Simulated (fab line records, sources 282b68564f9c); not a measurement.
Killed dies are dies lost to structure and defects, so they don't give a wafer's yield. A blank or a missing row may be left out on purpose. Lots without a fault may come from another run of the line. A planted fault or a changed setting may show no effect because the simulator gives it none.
One fault seen from 2 desks | flow rit_cmos | each desk has only its own numbers; what lay behind them comes last

THE METROLOGY DESK
What the gauges read, lot by lot, whatever tool the lot ran on: means of the sampled wafers that have a number. A lot is out of limits, marked OUT, if its mean lies more than 4 standard deviations from the usual mean; the brackets give that distance.
Columns: A = NWELL_RS at RIT_WELLDRIVE_RS_MEAS_01, usual 275.4 ohm/sq; B = PWELL_RS at RIT_WELLDRIVE_RS_MEAS_02, usual 429.1 ohm/sq
lot  | first seen here | A               | B
L214 | day 2 06:22     | 274.7           | 428.2
L215 | day 2 11:20     | 273.8           | 429.5
L221 | day 3 16:50     | 275.8           | 428.8
L224 | day 4 09:14     | 294.6 (+23) OUT | 447.2 (+14) OUT
L225 | day 4 14:19     | 296.1 (+25) OUT | 449.9 (+16) OUT
L227 | day 4 23:24     | 295.5 (+25) OUT | 448.4 (+15) OUT
L229 | day 5 08:13     | 275.7           | 428.9
L230 | day 5 13:01     | 275.8           | 431.0
L231 | day 5 18:01     | 274.9           | 430.6
L232 | day 5 23:48     | 275.5           | 429.2
L233 | day 6 05:07     | 276.8           | 430.2
L234 | day 6 10:34     | 275.9           | 428.0
L236 | day 6 19:21     | 275.2           | 429.9
This desk's finding: out of limits on L224, L225, L227; first on L224, day 4 09:14 (NWELL_RS at RIT_WELLDRIVE_RS_MEAS_01). In limits: L214, L215, L221, L229, L230, L231, L232, L233, L234, L236.

THE TOOL OWNER'S DESK: furnace-03
The tool's own readings at RIT_WELLDRIVE_ANNEAL_00 (time 14700 s): means of the sampled wafers that have a number, for each lot that ran on this tool. A lot is out of limits, marked OUT, if its mean lies more than 4 standard deviations from the usual mean; the brackets give that distance.
Columns: A = spike_tc_centre_C at RIT_WELLDRIVE_ANNEAL_00, usual 1102.1 C; B = spike_tc_load_C at RIT_WELLDRIVE_ANNEAL_00, usual 1127.8 C; C = spike_tc_source_C at RIT_WELLDRIVE_ANNEAL_00, usual 1123 C; D = tube_center_temp_C at RIT_WELLDRIVE_ANNEAL_00, usual 1100 C; E = tube_center_temp_C_max at RIT_WELLDRIVE_ANNEAL_00, usual 1102.8
lot  | first seen here | A                | B                | C               | D                      | E
L215 | day 2 06:16     | 1101.1           | 1128.3           | 1125            | 1100                   | 1102.6
L221 | day 3 11:43     | 1100.9           | 1128.0           | 1125            | 1100                   | 1102.9
L224 | day 4 04:09     | 1083.1 (-15) OUT | 1109.9 (-12) OUT | 1106 (-4.5) OUT | 1082 (-99 or more) OUT | 1084.8 (-40) OUT
L225 | day 4 09:14     | 1083.1 (-15) OUT | 1109.6 (-12) OUT | 1106 (-4.5) OUT | 1082 (-99 or more) OUT | 1084.9 (-40) OUT
L227 | day 4 18:16     | 1084.4 (-14) OUT | 1109.9 (-12) OUT | 1107 (-4.4) OUT | 1082 (-99 or more) OUT | 1084.6 (-40) OUT
This desk's finding: out of limits on L224, L225, L227; first on L224, day 4 04:09 (spike_tc_centre_C at RIT_WELLDRIVE_ANNEAL_00). In limits: L215, L221.

PUT TOGETHER
The tool owner's desk could have raised an alarm at day 4 04:09, on L224, L225, L227.
The metrology desk could have raised an alarm at day 4 09:14, on L224, L225, L227.
Of the lots named, all ran RIT_WELLDRIVE_ANNEAL_00 on furnace-03.

WHAT THE SIMULATOR HAD PUT IN
Process parameter drift: furnace-03, from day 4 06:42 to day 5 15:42, at RIT_WELLDRIVE_ANNEAL_00. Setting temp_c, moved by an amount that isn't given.
Lots struck among those shown: L224, L225, L227.
